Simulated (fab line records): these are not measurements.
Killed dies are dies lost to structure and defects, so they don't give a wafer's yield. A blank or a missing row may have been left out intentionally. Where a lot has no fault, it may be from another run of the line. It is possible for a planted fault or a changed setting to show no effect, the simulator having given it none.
fab line records	flow berkeley-cmos170	part 1 of 2: steps 1 to 29 of 41
[record] lots = 5	wafers = 15	last-day = 14
route steps=331 shown V1@268 M2@271 V2@292
lots untouched by any fault: they come from a run of this same line in which no faults occurred
start-h: hours from the record's opening day to when the first of the lot's shown wafers began	wait-h: hours elapsed since this lot's preceding step	" repeats the value in the row above	L1.1+2: a single row standing in for several wafers	- no value, or no start was given	* or withheld: withheld	< > ~ a bound
route shown NAME@n: a module of which the file shows steps, and the number in the route of the first	usual: the fault-free wafers' mean and standard deviation	same: alike in all rows	chamber/n: place in a boat	sites: the reading at each site	_std_site: standard deviation across them	_edge_site: outer sites' mean less inner sites'	radius-mm: how far each site lies from the wafer's centre	mask NAME#n: copy n	behind: the most recent tool/chamber to have shaped the wafer	hold: why the lot was held/for how many hours/how that ended	device: transistor that didn't switch, given as n, p or np	end of line: tests of these same wafers at the route's end	a step given without rows: its recipe and nothing more	killed: dies lost to structure and defects at the first sort, not the wafer's yield	map: the dies of a wafer, with x for killed, . for not killed, _ for no die there
set.NAME: the run value of the setting; set.NAME@STEP: its run value at that earlier step	model.NAME: the simulator's own value behind a step, which no gauge read
lots seen at some steps along the route; tables by step, rows by wafer
services: a tool's chamber out of use, with start hour (start-h, from the record's first day; less than 0 if before it), hours out, and reason
[[steps]]
[step UCB170_V1_ETCH_14]
[recipe] chemistry = CHF3/CF4/Ar	target = SiO2	stop-on = Al	CHF3_flow_sccm = 45	cf4-flow-sccm = 15	Ar_flow_sccm = 150	pressure-mtorr = 200	rf-w = 700	target-depth-a = 12500	over-etch-frac = 0.25	time-s = 291
[usual] drypump-motor-current-A = 5.6/0.39	oes-product-au = 0.871/0.014	throttle-valve-pct = 6.96/0.13
lot.wafer	tool	chamber	start-h	wait-h	drypump-motor-current-A	oes-product-au	rf-hours-counter-h	throttle-valve-pct
L077.1	rie-diel-01	1	213.22	0.0	5.2	0.848	4	7.00
L077.3	"	3	"	"	5.0	0.858	53	6.95
L077.6	"	3	"	"	5.0	0.858	-	6.95
L079.1	rie-diel-03	2	213.92	0.0	6.1	0.877	122	7.17
L079.3	"	0	"	"	5.4	0.854	40	6.94
L079.6	"	2	"	"	6.1	0.884	-	7.18
L090.1	rie-diel-03	2	268.70	0.0	6.1	0.884	124	7.17
L090.2	"	0	"	"	5.5	0.856	42	6.92
L090.5	"	1	"	"	5.5	0.880	-	7.17
L095.1	rie-diel-02	0	279.35	0.0	5.3	0.879	128	6.83
L095.2	"	1	"	"	5.3	0.897	23	6.78
L095.6	"	3	"	"	6.1	0.851	-	6.87
L096.2	rie-diel-02	3	331.95	0.0	6.1	0.860	4	6.87
L096.4	"	0	"	"	5.3	0.888	1	6.84
L096.6	"	1	"	"	5.3	0.887	-	6.78
[step UCB170_V1_STRIP_15]
[recipe] chemistry = O2	power-w = 400	pressure-mtorr = 3500	platen-temp-c = withheld	o2-flow-sccm = 400	overash-fraction = 0.5
[usual] drypump-motor-current-A = 5.55/0.19	oes-product-au = 0.721/0.0048	strip-time-to-endpoint-s = 15.32/0.12
lot.wafer	tool	chamber	start-h	wait-h	drypump-motor-current-A	oes-product-au	rf-hours-counter-h	strip-time-to-endpoint-s
L077.1	plasma-asher-03	0	213.40	0.1	5.50	0.710	47	15.31
L077.3	"	1	"	"	5.69	0.725	-	15.18
L077.6	"	1	"	"	5.66	0.722	-	15.22
L079.1	plasma-asher-03	0	214.10	0.1	5.52	0.724	47	15.13
L079.3	"	1	"	"	5.67	0.717	-	15.51
L079.6	"	1	"	"	5.67	0.726	-	15.13
L090.1	plasma-asher-03	0	268.88	0.1	5.55	0.718	53	15.39
L090.2	"	1	"	"	5.67	0.722	53	15.43
L090.5	"	1	"	"	5.67	0.713	-	15.35
L095.1	plasma-asher-01	1	279.53	0.1	5.65	0.723	55	15.40
L095.2	"	0	"	"	5.67	0.715	55	15.12
L095.6	"	1	"	"	5.61	0.726	-	15.21
L096.2	plasma-asher-03	0	332.13	0.1	5.55	0.725	60	15.22
L096.4	"	1	"	"	5.69	0.719	-	15.53
L096.6	"	0	"	"	5.57	0.728	-	15.28
[step UCB170_V1_CD_MEAS_90]
[recipe] target-cd-nm = 700
[usual] cd-nm = 699.8/1.6
lot.wafer	tool	chamber	start-h	wait-h	cd-nm
L077.1	cd-sem-01	-	213.50	0.1	702.2
L077.3	"	-	"	"	699.4
L077.6	"	-	"	"	699.1
L079.1	cd-sem-01	-	214.20	0.1	699.2
L079.3	"	-	"	"	698.9
L079.6	"	-	"	"	698.4
L090.1	cd-sem-02	-	268.98	0.1	701.3
L090.2	"	-	"	"	701.4
L090.5	"	-	"	"	700.5
L095.1	cd-sem-01	-	279.63	0.1	700.1
L095.2	"	-	"	"	704.0
L095.6	"	-	"	"	698.7
L096.2	cd-sem-01	-	332.25	0.1	700.5
L096.4	"	-	"	"	700.0
L096.6	"	-	"	"	703.4
[step UCB170_M2_PRE_CLEAN_00]
[recipe] gas = Ar	preclean-etch-time-s = 60
lot.wafer	tool	chamber	start-h	wait-h
L077.1+3+6	pvd-sputter-03	-	213.62	0.1
L079.1+3+6	pvd-sputter-01	-	214.32	0.1
L090.1+2+5	pvd-sputter-04	-	269.10	0.1
L095.1+2+6	pvd-sputter-01	-	279.75	0.1
L096.2+4+6	pvd-sputter-01	-	332.35	0.1
[step UCB170_M2_SPUTTER_01]
[recipe] material = Al	target-thk-nm = 900	time-s = 120	power-w = 6000	chamber-pressure-pa = 0.5
[usual] throttle-valve-pct = 29.8/0.83
lot.wafer	tool	chamber	start-h	wait-h	throttle-valve-pct
L077.1	pvd-sputter-03	-	213.69	0.0	30.0
L077.3	"	-	"	"	31.6
L077.6	"	-	"	"	31.8
L079.1	pvd-sputter-01	-	214.39	0.0	30.5
L079.3	"	-	"	"	29.4
L079.6	"	-	"	"	29.1
L090.1	pvd-sputter-04	-	269.17	0.0	30.9
L090.2	"	-	"	"	30.3
L090.5	"	-	"	"	31.0
L095.1	pvd-sputter-01	-	279.81	0.0	29.3
L095.2	"	-	"	"	30.6
L095.6	"	-	"	"	29.4
L096.2	pvd-sputter-01	-	332.41	0.0	29.2
L096.4	"	-	"	"	29.8
L096.6	"	-	"	"	29.2
[step UCB170_M2_RS_MEAS_02]
[recipe] thk-meas-gauge = four-point-probe	reads = Al_of_M2_SPUTTER_01
[usual] M2_AL_RS = 0.0320/0.00049
lot.wafer	tool	chamber	start-h	wait-h	M2_AL_RS[ohm/sq]
L077.1	film-metro-01	-	213.77	0.0	0.0314
L077.3	"	-	"	"	0.0325
L077.6	"	-	"	"	0.0325
L079.1	film-metro-01	-	214.47	0.0	0.0319
L079.3	"	-	"	"	0.0320
L079.6	"	-	"	"	0.0324
L090.1	film-metro-03	-	269.25	0.0	0.0319
L090.2	"	-	"	"	0.0317
L090.5	"	-	"	"	0.0316
L095.1	film-metro-04	-	279.90	0.0	0.0313
L095.2	"	-	"	"	0.0318
L095.6	"	-	"	"	0.0313
L096.2	film-metro-03	-	332.52	0.1	0.0325
L096.4	"	-	"	"	0.0322
L096.6	"	-	"	"	0.0325
[step UCB170_M2_THK_MEAS_03]
[recipe] thk-meas-gauge = xrf	reads = Al_of_M2_SPUTTER_01
[usual] M2_AL_THK = 914/15
lot.wafer	tool	chamber	start-h	wait-h	M2_AL_THK[nm]
L077.1	film-metro-01	-	213.89	0.1	934
L077.3	"	-	"	"	898
L077.6	"	-	"	"	900
L079.1	film-metro-01	-	214.59	0.1	921
L079.3	"	-	"	"	916
L079.6	"	-	"	"	901
L090.1	film-metro-03	-	269.37	0.1	914
L090.2	"	-	"	"	919
L090.5	"	-	"	"	923
L095.1	film-metro-04	-	280.02	0.1	931
L095.2	"	-	"	"	929
L095.6	"	-	"	"	930
L096.2	film-metro-03	-	332.63	0.1	898
L096.4	"	-	"	"	904
L096.6	"	-	"	"	900
[step UCB170_M2_HMDS_04]
[recipe] prime-time-s = 60	prime-temp-c = 100
lot.wafer	tool	chamber	start-h	wait-h
L077.1+3+6	litho-track-01	0	213.97	0.1
L079.1+3+6	litho-track-01	0	214.65	0.1
L090.1+2+5	litho-track-01	0	269.72	0.3
L095.1+2+6	litho-track-03	0	280.08	0.1
L096.2+4+6	litho-track-02	0	333.18	0.5
[step UCB170_M2_COAT_05]
[recipe] resist = KrF	spin-rpm = 1500	resist-thk-nm = 900
lot.wafer	tool	chamber	start-h	wait-h
L077.1+3+6	litho-track-01	0	214.12	0.1
L079.1+3+6	litho-track-01	0	214.80	0.1
L090.1+2+5	litho-track-01	0	269.87	0.1
L095.1+2+6	litho-track-03	0	280.23	0.1
L096.2+4+6	litho-track-02	0	333.33	0.1
[step UCB170_M2_SOFTBAKE_06]
[recipe] resist = KrF	temp-c = 130	time-s = 60
lot.wafer	tool	chamber	start-h	wait-h
L077.1+3+6	litho-track-01	0	214.27	0.1
L079.1+3+6	litho-track-01	0	214.95	0.1
L090.1+2+5	litho-track-01	0	270.02	0.1
L095.1+2+6	litho-track-03	0	280.38	0.1
L096.2+4+6	litho-track-02	0	333.48	0.1
[step UCB170_M2_STRIP_07]
[recipe] chemistry = O2	power-w = 400	pressure-mtorr = 3500	platen-temp-c = withheld	o2-flow-sccm = 400	overash-fraction = 0.5
[usual] drypump-motor-current-A = 5.67/0.081	oes-product-au = 0.735/0.0049	strip-time-to-endpoint-s = 21.96/0.059
lot.wafer	tool	chamber	start-h	wait-h	drypump-motor-current-A	oes-product-au	rf-hours-counter-h	strip-time-to-endpoint-s
L077.1	plasma-asher-03	1	214.42	0.1	5.68	0.740	47	21.97
L077.3	"	1	"	"	5.65	0.733	-	21.87
L077.6	"	0	"	"	5.52	0.737	-	21.97
L079.1	plasma-asher-04	1	215.10	0.1	5.78	0.728	43	22.06
L079.3	"	0	"	"	5.79	0.740	-	22.00
L079.6	"	0	"	"	5.77	0.736	-	22.05
L090.1	plasma-asher-04	1	270.17	0.1	5.69	0.727	49	21.92
L090.2	"	0	"	"	5.78	0.740	49	21.89
L090.5	"	0	"	"	5.77	0.733	-	21.90
L095.1	plasma-asher-01	0	280.53	0.1	5.67	0.736	55	22.01
L095.2	"	1	"	"	5.64	0.734	55	21.95
L095.6	"	1	"	"	5.67	0.736	-	22.01
L096.2	plasma-asher-01	0	333.61	0.1	5.69	0.732	59	21.95
L096.4	"	0	"	"	5.69	0.740	-	21.96
L096.6	"	1	"	"	5.65	0.732	-	21.98
[step UCB170_M2_STRIP_08]
[recipe] chemistry = DMSO	temp-c = 80	time-s = 600	material = KrF
lot.wafer	tool	chamber	start-h	wait-h
L077.1+3+6	wet-bench-04	0	214.59	0.1
L079.1+3+6	wet-bench-04	3	215.20	0.1
L090.1+2+5	wet-bench-04	3	270.27	0.1
L095.1+2+6	wet-bench-04	2	280.63	0.1
L096.2+4+6	wet-bench-04	3	335.20	1.6
[step UCB170_M2_COAT_09]
[recipe] resist = BARC	temp-c = withheld	time-s = withheld	spin-rpm = 3000	resist-thk-nm = withheld
lot.wafer	tool	chamber	start-h	wait-h
L077.1+3+6	litho-track-02	0	214.77	0.0
L079.1+3+6	litho-track-02	0	215.38	0.0
L090.1+2+5	litho-track-03	0	270.46	0.0
L095.1+2+6	litho-track-02	0	280.80	0.0
L096.2+4+6	litho-track-01	0	335.85	0.5
[step UCB170_M2_COAT_10]
[recipe] resist = KrF	spin-rpm = 1500	resist-thk-nm = 900
lot.wafer	tool	chamber	start-h	wait-h
L077.1+3+6	litho-track-02	0	-	-
L079.1+3+6	litho-track-02	0	-	-
L090.1+2+5	litho-track-03	0	-	-
L095.1+2+6	litho-track-02	0	-	-
L096.2+4+6	litho-track-01	0	-	-
[step UCB170_M2_SOFTBAKE_11]
[recipe] resist = KrF	temp-c = 130	time-s = 60
lot.wafer	tool	chamber	start-h	wait-h
L077.1+3+6	litho-track-02	0	-	-
L079.1+3+6	litho-track-02	0	-	-
L090.1+2+5	litho-track-03	0	-	-
L095.1+2+6	litho-track-02	0	-	-
L096.2+4+6	litho-track-01	0	-	-
[step UCB170_M2_EXPOSE_12]
[recipe] mask-id = METAL2	target-cd-nm = 700	na = 0.5	sigma-outer = 0.6	source-shape = conventional	dose-mj = 26
lot.wafer	tool	chamber	start-h	wait-h	mask
L077.1+3+6	krf-scanner-01	0	215.34	-	METAL2#0
L079.1+3+6	krf-scanner-02	0	215.95	-	METAL2#0
L090.1+2+5	krf-scanner-01	0	271.05	-	METAL2#0
L095.1+2+6	krf-scanner-01	0	281.25	-	METAL2#0
L096.2+4+6	krf-scanner-01	0	336.42	-	METAL2#0
[step UCB170_M2_PEB_13]
[recipe] peb-temp-c = 130	peb-time-s = withheld	resist = KrF
lot.wafer	tool	chamber	start-h	wait-h
L077.1+3+6	litho-track-01	0	215.55	0.2
L079.1+3+6	litho-track-02	0	216.07	0.1
L090.1+2+5	litho-track-03	0	271.20	0.1
L095.1+2+6	litho-track-01	0	281.37	0.1
L096.2+4+6	litho-track-01	0	336.75	0.3
[step UCB170_M2_DEVELOP_14]
[recipe] developer = TMAH	develop-time-s = 45	resist = KrF	dev-temp-c = 21
lot.wafer	tool	chamber	start-h	wait-h
L077.1+3+6	litho-track-01	0	-	-
L079.1+3+6	litho-track-02	0	-	-
L090.1+2+5	litho-track-03	0	-	-
L095.1+2+6	litho-track-01	0	-	-
L096.2+4+6	litho-track-01	0	-	-
[step UCB170_M2_CD_MEAS_15]
[recipe] target-cd-nm = 700
[usual] cd-nm = 700.0/1.4
lot.wafer	tool	chamber	start-h	wait-h	cd-nm
L077.1	cd-sem-02	-	215.83	-	700.5
L077.3	"	-	"	"	700.5
L077.6	"	-	"	"	700.6
L079.1	cd-sem-02	-	216.34	-	698.5
L079.3	"	-	"	"	697.5
L079.6	"	-	"	"	698.5
L090.1	cd-sem-02	-	271.48	-	698.3
L090.2	"	-	"	"	698.0
L090.5	"	-	"	"	699.1
L095.1	cd-sem-01	-	281.64	-	699.9
L095.2	"	-	"	"	701.1
L095.6	"	-	"	"	700.7
L096.2	cd-sem-01	-	337.02	-	698.5
L096.4	"	-	"	"	696.4
L096.6	"	-	"	"	699.4
[step UCB170_M2_OVL_MEAS_16]
[usual] M2_OVL = 4/4.8
lot.wafer	tool	chamber	start-h	wait-h	M2_OVL[nm]
L077.1	overlay-01	-	215.95	0.1	-2
L077.3	"	-	"	"	4
L077.6	"	-	"	"	3
L079.1	overlay-02	-	216.46	0.1	10
L079.3	"	-	"	"	10
L079.6	"	-	"	"	10
L090.1	overlay-02	-	271.60	0.1	-1
L090.2	"	-	"	"	2
L090.5	"	-	"	"	-1
L095.1	overlay-02	-	281.76	0.1	12
L095.2	"	-	"	"	4
L095.6	"	-	"	"	3
L096.2	overlay-01	-	337.12	0.1	7
L096.4	"	-	"	"	7
L096.6	"	-	"	"	8
[step UCB170_M2_ETCH_17]
[recipe] chemistry = N2/H2	target-depth-a = withheld	overetch-a = withheld	target = BARC	time-s = withheld	source-w = 500	bias-w = 100	pressure-mtorr = 30	n2-flow-sccm = 100	h2-flow-sccm = 200
[usual] drypump-motor-current-A = 5.7/0.35	oes-product-au = 1.003/0.015	throttle-valve-pct = 13.25/0.27
lot.wafer	tool	chamber	start-h	wait-h	drypump-motor-current-A	oes-product-au	throttle-valve-pct
L077.1	rie-diel-04	0	215.98	0.0	5.6	0.988	13.01
L077.3	"	2	"	"	5.9	1.012	12.84
L077.6	"	0	"	"	5.6	0.979	13.01
L079.1	rie-diel-02	1	216.50	0.0	5.3	1.025	13.07
L079.3	"	2	"	"	5.3	1.019	12.93
L079.6	"	1	"	"	5.3	1.021	13.09
L090.1	rie-diel-03	2	271.64	0.0	6.1	0.992	13.59
L090.2	"	3	"	"	6.1	1.012	13.24
L090.5	"	2	"	"	6.1	1.000	13.57
L095.1	rie-diel-04	1	281.80	0.0	5.2	0.983	13.38
L095.2	"	3	"	"	5.7	0.972	13.49
L095.6	"	0	"	"	5.6	0.976	13.00
L096.2	rie-diel-03	2	337.15	0.0	6.1	1.016	13.58
L096.4	"	1	"	"	5.5	1.002	13.74
L096.6	"	3	"	"	6.1	1.022	13.22
[step UCB170_M2_METAL_ETCH_18]
[recipe] chemistry = Cl2/BCl3	target = Al	stop-on = SiO2	pressure-mtorr = 12	target-depth-a = 11700	over-etch-frac = 0.3	time-s = 195	icp-w = 600	bias-w = 120	Cl2_flow_sccm = 90	bcl3-flow-sccm = 45
[usual] drypump-motor-current-A = 5.85/0.24	oes-product-au = 0.851/0.013	throttle-valve-pct = 24.60/0.21
lot.wafer	tool	chamber	start-h	wait-h	drypump-motor-current-A	oes-product-au	rf-hours-counter-h	throttle-valve-pct
L077.1	rie-metal-02	0	216.03	-	5.82	0.865	5	24.44
L077.3	"	1	"	"	6.15	0.832	-	24.73
L077.6	"	1	"	"	6.13	0.827	-	24.73
L079.1	rie-metal-03	1	216.54	-	5.94	0.864	19	24.40
L079.3	"	1	"	"	5.93	0.874	-	24.42
L079.6	"	1	"	"	5.94	0.867	-	24.42
L090.1	rie-metal-04	1	271.68	-	5.68	0.862	17	24.42
L090.2	"	0	"	"	5.61	0.848	7	24.74
L090.5	"	0	"	"	5.61	0.841	-	24.73
L095.1	rie-metal-02	1	281.84	-	6.20	0.848	14	24.72
L095.2	"	0	"	"	5.79	0.864	7	24.45
L095.6	"	1	"	"	6.19	0.860	-	24.71
L096.2	rie-metal-03	1	337.20	-	6.00	0.846	2	24.18
L096.4	"	1	"	"	6.00	0.853	-	24.18
L096.6	"	1	"	"	5.98	0.857	-	24.19
[step UCB170_M2_STRIP_19]
[recipe] chemistry = O2	power-w = 400	pressure-mtorr = 3500	platen-temp-c = withheld	o2-flow-sccm = 400	overash-fraction = 0.5
[usual] drypump-motor-current-A = 5.69/0.09	oes-product-au = 0.544/0.017
lot.wafer	tool	chamber	start-h	wait-h	drypump-motor-current-A	oes-product-au	rf-hours-counter-h
L077.1	plasma-asher-04	0	216.21	0.1	5.81	0.554	43
L077.3	"	1	"	"	5.72	0.550	-
L077.6	"	0	"	"	5.78	0.554	-
L079.1	plasma-asher-03	0	216.92	0.3	5.53	0.581	48
L079.3	"	0	"	"	5.54	0.571	-
L079.6	"	1	"	"	5.66	0.580	-
L090.1	plasma-asher-03	0	271.87	0.1	5.52	0.535	54
L090.2	"	1	"	"	5.69	0.533	54
L090.5	"	1	"	"	5.66	0.529	-
L095.1	plasma-asher-03	1	282.03	0.1	5.68	0.539	55
L095.2	"	0	"	"	5.54	0.562	55
L095.6	"	0	"	"	5.56	0.535	-
L096.2	plasma-asher-04	1	337.38	0.1	5.69	0.571	56
L096.4	"	1	"	"	5.69	0.578	-
L096.6	"	0	"	"	5.81	0.563	-
[step UCB170_M2_CD_MEAS_90]
[recipe] target-cd-nm = 700
[usual] cd-nm = 701/4.8
lot.wafer	tool	chamber	start-h	wait-h	cd-nm
L077.1	cd-sem-01	-	216.31	0.1	699
L077.3	"	-	"	"	695
L077.6	"	-	"	"	698
L079.1	cd-sem-01	-	217.02	0.1	704
L079.3	"	-	"	"	705
L079.6	"	-	"	"	706
L090.1	cd-sem-01	-	271.97	0.1	700
L090.2	"	-	"	"	702
L090.5	"	-	"	"	702
L095.1	cd-sem-01	-	282.13	0.1	695
L095.2	"	-	"	"	700
L095.6	"	-	"	"	695
L096.2	cd-sem-01	-	337.50	0.1	691
L096.4	"	-	"	"	693
L096.6	"	-	"	"	696
[step UCB170_V2_CVD_00]
[recipe] material = SiO2	target-thk-nm = 2000	temp-c = 390	precursor = TEOS/O2	time-s = 250	rf-w = 550	pressure-mtorr = 9000
[usual] heater-power-w = 246/56
lot.wafer	tool	chamber	start-h	wait-h	heater-power-w
L077.1	pecvd-04	2	216.43	0.1	154
L077.3	"	1	"	"	244
L077.6	"	0	"	"	214
L079.1	pecvd-02	1	217.14	0.1	231
L079.3	"	0	"	"	328
L079.6	"	1	"	"	151
L090.1	pecvd-04	1	272.09	0.1	256
L090.2	"	0	"	"	298
L090.5	"	1	"	"	205
L095.1	pecvd-04	2	282.25	0.1	215
L095.2	"	0	"	"	261
L095.6	"	1	"	"	293
L096.2	pecvd-02	1	337.60	0.1	244
L096.4	"	2	"	"	328
L096.6	"	1	"	"	168
[step UCB170_V2_THK_MEAS_01]
[recipe] reads = SiO2_of_V2_CVD_00
[usual] V2_TEOS_THK = 1994/25
lot.wafer	tool	chamber	start-h	wait-h	V2_TEOS_THK[nm]
L077.1	film-metro-03	-	216.59	0.1	1969
L077.3	"	-	"	"	2005
L077.6	"	-	"	"	2006
L079.1	film-metro-02	-	217.29	0.1	1985
L079.3	"	-	"	"	1985
L079.6	"	-	"	"	2000
L090.1	film-metro-03	-	272.24	0.1	2036
L090.2	"	-	"	"	2000
L090.5	"	-	"	"	2038
L095.1	film-metro-03	-	282.40	0.1	1966
L095.2	"	-	"	"	1989
L095.6	"	-	"	"	2027
L096.2	film-metro-03	-	337.77	0.1	1988
L096.4	"	-	"	"	2019
L096.6	"	-	"	"	2018
[step UCB170_V2_CMP_02]
[recipe] material = SiO2	down-force-psi = 6	platen-rpm = 60	pad-velocity-m-s = 0.75398
[usual] motor-current-A = 16.1/1.1
lot.wafer	tool	chamber	start-h	wait-h	motor-current-A
L077.3	cmp-02	0	216.65	0.0	17.1
L077.1	"	3	"	"	14.3
L077.6	"	1	"	"	18.0
L079.3	cmp-02	1	217.35	0.0	17.4
L079.1	"	2	"	"	15.3
L079.6	"	2	"	"	14.8
L090.1	cmp-02	3	272.40	0.1	14.5
L090.2	"	0	"	"	17.3
L090.5	"	2	"	"	15.2
L095.1	cmp-01	0	282.56	0.1	16.2
L095.2	"	1	"	"	15.9
L095.6	"	2	"	"	17.3
L096.4	cmp-02	1	337.82	0.0	17.8
L096.2	"	3	"	"	14.3
L096.6	"	2	"	"	14.5
[step UCB170_V2_BOW_MEAS_03]
[recipe] mode = bow
[usual] V2_BOW = 36/7.7
lot.wafer	tool	chamber	start-h	wait-h	V2_BOW[um]
L077.1	film-metro-03	-	216.95	0.1	25
L077.3	"	-	"	"	35
L077.6	"	-	"	"	20
L079.1	film-metro-02	-	217.65	0.2	30
L079.3	"	-	"	"	49
L079.6	"	-	"	"	23
L090.1	film-metro-02	-	272.60	0.1	23
L090.2	"	-	"	"	33
L090.5	"	-	"	"	25
L095.1	film-metro-03	-	282.76	0.1	49
L095.2	"	-	"	"	35
L095.6	"	-	"	"	44
L096.2	film-metro-02	-	338.14	0.2	38
L096.4	"	-	"	"	35
L096.6	"	-	"	"	40
[step UCB170_V2_THK_MEAS_04]
[recipe] reads = SiO2_of_V2_CVD_00
[usual] V2_POLISHED_THK = 998.8/1.7
lot.wafer	tool	chamber	start-h	wait-h	V2_POLISHED_THK[nm]
L077.1	film-metro-03	-	217.07	0.1	998.3
L077.3	"	-	"	"	1000.4
L077.6	"	-	"	"	999.6
L079.1	film-metro-02	-	217.77	0.1	998.1
L079.3	"	-	"	"	999.6
L079.6	"	-	"	"	998.0
L090.1	film-metro-02	-	272.72	0.1	998.3
L090.2	"	-	"	"	1000.5
L090.5	"	-	"	"	997.1
L095.1	film-metro-03	-	282.88	0.1	998.5
L095.2	"	-	"	"	998.9
L095.6	"	-	"	"	995.8
L096.2	film-metro-02	-	338.25	0.1	997.1
L096.4	"	-	"	"	998.5
L096.6	"	-	"	"	996.9
